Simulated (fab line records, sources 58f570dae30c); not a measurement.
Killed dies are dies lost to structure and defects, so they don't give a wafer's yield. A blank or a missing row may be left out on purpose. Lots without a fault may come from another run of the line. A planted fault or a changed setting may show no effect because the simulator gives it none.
fab line records | flow berkeley_cmos170
record lots=14 wafers=42 last_day=13
route steps=331 shown GATE@131 NLDD@166 PSD@185 NSD@194
lots that met no fault: from a run of the same line without faults
start_h: hours from the record's first day to the start of the lot's first wafer shown | wait_h: hours since the lot's step before | " the same as in the row above | L1.1+2: a row that stands for several wafers | - no value, or no start given | * or withheld: withheld | < > ~ a bound
route shown NAME@n: a module of which the file shows steps, and the number in the route of the first | usual: mean/standard deviation of fault-free wafers | same: alike in all rows | chamber/n: place in a boat | sites: the reading at each site | _std_site: their standard deviation | _edge_site: outer sites' mean less inner sites' | radius_mm: how far each site lies from the wafer's centre | mask NAME#n: copy n | behind: the tool/chamber that last shaped the wafer | hold: why the lot was held/for how many hours/how that ended | device: the transistor (n, p or np) that didn't switch | end of line: the same wafers' tests at the end of the route | a step without rows: its recipe alone | killed: dies lost to structure and defects at the first sort, not the wafer's yield | map: a wafer's dies, x killed, . not, _ none there
set.NAME: the setting as run; set.NAME@STEP: as run at that earlier step | model.NAME: the simulator's own value behind a step, which no gauge read
steps of the route over a sample of lots; a table a step, a row a wafer
services: from which hour (start_h, from the record's first day; less than 0 if before it) a tool's chamber was out of use, for how many hours, and why
## steps
# step UCB170_GATE_THK_MEAS_05
# recipe reads=poly-Si_of_GATE_CVD_04
# usual GATE_POLY_THK=214.1/2.1
# columns lot.wafer tool chamber start_h wait_h GATE_POLY_THK[nm]
L922.1 film_metro-02 - 153.75 0.0 214.1
L922.3 " - " " 213.3
L922.5 " - " " 215.0
L925.1 film_metro-01 - 153.75 0.0 216.5
L925.4 " - " " 214.7
L925.5 " - " " 217.1
L926.3 film_metro-01 - 169.88 0.0 213.9
L926.4 " - " " 214.1
L926.6 " - " " 213.3
L927.1 film_metro-02 - 184.70 0.0 216.2
L927.4 " - " " 216.2
L927.5 " - " " 216.4
L929.1 film_metro-03 - 184.76 0.1 215.5
L929.2 " - " " 216.6
L929.6 " - " " 216.2
L930.1 film_metro-01 - 198.23 0.0 215.9
L930.4 " - " " 214.0
L930.5 " - " " 213.5
L934.1 film_metro-02 - 198.23 0.0 212.8
L934.2 " - " " 211.1
L934.5 " - " " 212.7
L931.2 film_metro-03 - 198.24 0.0 211.9
L931.4 " - " " 213.9
L931.5 " - " " 210.2
L932.1 film_metro-01 - 198.29 0.1 216.7
L932.4 " - " " 216.4
L932.5 " - " " 216.2
L935.1 film_metro-01 - 209.74 0.0 211.9
L935.5 " - " " 211.8
L935.6 " - " " 212.3
L933.2 film_metro-03 - 209.75 0.0 211.4
L933.3 " - " " 208.7
L933.6 " - " " 210.2
L936.1 film_metro-01 - 209.80 0.1 217.3
L936.3 " - " " 216.4
L936.4 " - " " 216.6
L941.1 film_metro-03 - 246.24 0.0 215.5
L941.4 " - " " 215.4
L941.5 " - " " 215.8
L944.1 film_metro-01 - 264.06 0.0 213.8
L944.4 " - " " 214.5
L944.5 " - " " 214.8
# step UCB170_NLDD_IMPLANT_08
# recipe species=As dose_cm2=5e+13 energy_kev=30 tilt_deg=7 rotation_deg=0
# usual dose_ions_cm2=5.001e+13/5.5e+10 faraday_current_uA=159/3.2
# columns lot.wafer tool chamber start_h wait_h dose_ions_cm2 faraday_current_uA
L925.1 implanter-02 0 159.91 0.0 5.006e+13 162
L925.4 " 0 " " 4.996e+13 156
L925.5 " 0 " " 5.006e+13 158
L922.1 implanter-02 0 160.33 0.0 4.999e+13 162
L922.3 " 0 " " 5.011e+13 153
L922.5 " 0 " " 4.999e+13 154
L926.3 implanter-02 0 176.37 0.1 4.994e+13 159
L926.4 " 0 " " 5e+13 161
L926.6 " 0 " " 4.997e+13 156
L927.1 implanter-04 0 189.65 0.0 5.001e+13 157
L927.4 " 0 " " 4.998e+13 160
L927.5 " 0 " " 5.004e+13 159
L929.1 implanter-03 0 189.96 0.0 5.005e+13 158
L929.2 " 0 " " 5.01e+13 154
L929.6 " 0 " " 5.005e+13 156
L934.1 implanter-02 0 204.08 0.0 5.002e+13 159
L934.2 " 0 " " 4.999e+13 158
L934.5 " 0 " " 4.998e+13 165
L930.1 implanter-04 0 204.17 0.0 5e+13 156
L930.4 " 0 " " 5e+13 161
L930.5 " 0 " " 4.999e+13 164
L931.2 implanter-03 0 204.35 0.0 4.995e+13 159
L931.4 " 0 " " 4.998e+13 158
L931.5 " 0 " " 4.999e+13 153
L932.1 implanter-02 0 204.56 0.0 4.996e+13 155
L932.4 " 0 " " 5.003e+13 165
L932.5 " 0 " " 5.004e+13 157
L935.1 implanter-03 0 216.12 0.0 4.611e+13 146
L935.5 " 0 " " 4.617e+13 147
L935.6 " 0 " " 4.613e+13 148
L936.1 implanter-03 0 216.86 0.0 4.623e+13 149
L936.3 " 0 " " 4.623e+13 146
L936.4 " 0 " " 4.621e+13 147
L933.2 implanter-04 0 216.87 0.0 5.009e+13 154
L933.3 " 0 " " 5.002e+13 156
L933.6 " 0 " " 4.996e+13 156
L941.1 implanter-02 0 254.14 0.0 4.993e+13 162
L941.4 " 0 " " 4.996e+13 157
L941.5 " 0 " " 4.998e+13 162
L944.1 implanter-02 0 268.96 0.0 5.001e+13 161
L944.4 " 0 " " 4.994e+13 157
L944.5 " 0 " " 5.005e+13 163
# step UCB170_PSD_TW_MEAS_10
# usual PSD_TW=2318/12
# columns lot.wafer tool chamber start_h wait_h PSD_TW
L925.1 film_metro-02 - 166.93 0.1 2319
L925.4 " - " " 2323
L925.5 " - " " 2316
L922.1 film_metro-03 - 167.20 0.1 2322
L922.3 " - " " 2322
L922.5 " - " " 2327
L926.3 film_metro-04 - 184.70 0.1 2310
L926.4 " - " " 2320
L926.6 " - " " 2315
L927.1 film_metro-02 - 197.64 0.1 2303
L927.4 " - " " 2316
L927.5 " - " " 2306
L929.1 film_metro-04 - 197.66 0.1 2322
L929.2 " - " " 2315
L929.6 " - " " 2310
L930.1 film_metro-03 - 211.72 0.1 2302
L930.4 " - " " 2303
L930.5 " - " " 2309
L934.1 film_metro-02 - 212.11 0.1 2322
L934.2 " - " " 2319
L934.5 " - " " 2320
L931.2 film_metro-03 - 212.31 0.1 2305
L931.4 " - " " 2323
L931.5 " - " " 2305
L932.1 film_metro-02 - 212.45 0.1 2304
L932.4 " - " " 2315
L932.5 " - " " 2314
L936.1 film_metro-02 - 223.70 0.1 2336
L936.3 " - " " 2323
L936.4 " - " " 2332
L935.1 film_metro-04 - 223.82 0.1 2333
L935.5 " - " " 2318
L935.6 " - " " 2312
L933.2 film_metro-02 - 223.99 0.1 2333
L933.3 " - " " 2325
L933.6 " - " " 2320
L941.1 film_metro-02 - 266.58 0.1 2289
L941.4 " - " " 2310
L941.5 " - " " 2305
L944.1 film_metro-02 - 277.10 0.1 2318
L944.4 " - " " 2306
L944.5 " - " " 2300
# step UCB170_NSD_OVL_MEAS_07
# usual NSD_OVL=2/5.4
# columns lot.wafer tool chamber start_h wait_h NSD_OVL[nm]
L925.1 overlay-01 - 171.51 0.1 -5
L925.4 " - " " 4
L925.5 " - " " 6
L922.1 overlay-01 - 171.86 0.1 0
L922.3 " - " " 7
L922.5 " - " " 4
L926.3 overlay-01 - 189.99 0.1 0
L926.4 " - " " 2
L926.6 " - " " 2
L927.1 overlay-01 - 199.65 0.1 3
L927.4 " - " " 11
L927.5 " - " " 1
L929.1 overlay-02 - 199.79 0.1 -5
L929.2 " - " " 4
L929.6 " - " " 5
L930.1 overlay-01 - 213.55 0.1 2
L930.4 " - " " 6
L930.5 " - " " -6
L934.1 overlay-02 - 213.82 0.1 -4
L934.2 " - " " -6
L934.5 " - " " -3
L931.2 overlay-02 - 214.19 0.1 11
L931.4 " - " " 15
L931.5 " - " " 1
L932.1 overlay-01 - 214.55 0.1 0
L932.4 " - " " -4
L932.5 " - " " -4
L936.1 overlay-02 - 225.17 0.1 6
L936.3 " - " " -3
L936.4 " - " " 7
L935.1 overlay-01 - 225.29 0.1 3
L935.5 " - " " 2
L935.6 " - " " -1
L933.2 overlay-01 - 225.54 0.1 -4
L933.3 " - " " 1
L933.6 " - " " -7
L941.1 overlay-01 - 267.92 0.1 8
L941.4 " - " " 10
L941.5 " - " " 17
L944.1 overlay-02 - 279.63 0.1 -5
L944.4 " - " " -2
L944.5 " - " " 2
# step UCB170_SDANNEAL_RS_MEAS_05
# recipe thk_meas_gauge=four-point-probe
# usual NLDD_RS=616.0/1.3
# columns lot.wafer tool chamber start_h wait_h NLDD_RS[ohm/sq]
L925.1 film_metro-03 - 173.84 0.1 616.8
L925.4 " - " " 616.8
L925.5 " - " " 616.7
L922.1 film_metro-03 - 174.32 0.1 615.6
L922.3 " - " " 616.0
L922.5 " - " " 615.8
L926.3 film_metro-03 - 191.85 0.1 615.4
L926.4 " - " " 615.8
L926.6 " - " " 616.0
L927.1 film_metro-04 - 201.38 0.1 619.8
L927.4 " - " " 616.4
L927.5 " - " " 617.2
L929.1 film_metro-03 - 201.55 0.1 613.6
L929.2 " - " " 616.5
L929.6 " - " " 614.4
L930.1 film_metro-03 - 216.05 0.1 614.7
L930.4 " - " " 614.7
L930.5 " - " " 614.4
L934.1 film_metro-02 - 216.50 0.1 615.6
L934.2 " - " " 616.3
L934.5 " - " " 616.3
L931.2 film_metro-04 - 216.93 0.1 616.2
L931.4 " - " " 615.4
L931.5 " - " " 616.2
L932.1 film_metro-03 - 217.17 0.1 618.1
L932.4 " - " " 618.7
L932.5 " - " " 616.7
L936.1 film_metro-03 - 226.90 0.1 632.6
L936.3 " - " " 631.2
L936.4 " - " " 631.3
L935.1 film_metro-02 - 227.02 0.1 632.2
L935.5 " - " " 633.8
L935.6 " - " " 633.6
L933.2 film_metro-04 - 227.37 0.1 615.6
L933.3 " - " " 617.8
L933.6 " - " " 615.1
L941.1 film_metro-04 - 269.65 0.1 615.3
L941.4 " - " " 612.8
L941.5 " - " " 616.8
L944.1 film_metro-03 - 281.36 0.1 615.5
L944.4 " - " " 616.8
L944.5 " - " " 616.7
## services
# columns tool chamber start_h hours kind
implanter-04 - 148.27 1.6 repair
implanter-04 - 220.46 1.4 repair
implanter-03 - 225.70 3.2 repair
implanter-02 - 232.77 9.9 repair
implanter-04 - 234.91 0.7 repair
implanter-02 - 265.08 0.6 repair
## key
first_sign step=UCB170_NLDD_IMPLANT_08 reading=dose_ions_cm2 direction=down sigmas=69 usual=5.001e+13 struck=4.618e+13
effect step=UCB170_NLDD_IMPLANT_08 reading=faraday_current_uA direction=down sigmas=3.7 usual=159 struck=147
effect step=UCB170_SDANNEAL_RS_MEAS_05 reading=NLDD_RS direction=up sigmas=13 usual=616.0 struck=632.4
met_at UCB170_NLDD_IMPLANT_08
struck_lots L935,L936
sort_left_out L936.1,L936.3,L936.4
tester_left_out L935,L936
not_acting_at UCB170_GATE_THK_MEAS_05,UCB170_PSD_TW_MEAS_10,UCB170_NSD_OVL_MEAS_07
onset_between 204.35 216.12
fault kind=process_parameter_drift tool=implanter-03 chamber=- onset_h=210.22 steps=UCB170_NLDD_IMPLANT_08 channel=dose_cm2 offset=-3.7954e+12 shape=step end_h=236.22 acts_in=these_recipes_only stated=5e+13
# tester_left_out: of these lots the tester's yield and bins aren't shown, on N5 and GAA mostly nor the transistor test; their killed dies are dies lost to structure and defects alone, not to doping, threshold or leakage, so they don't give the yield
# sort_left_out: the simulated sort isn't trusted on such a fault, so these wafers' sort isn't shown, and their yield isn't known
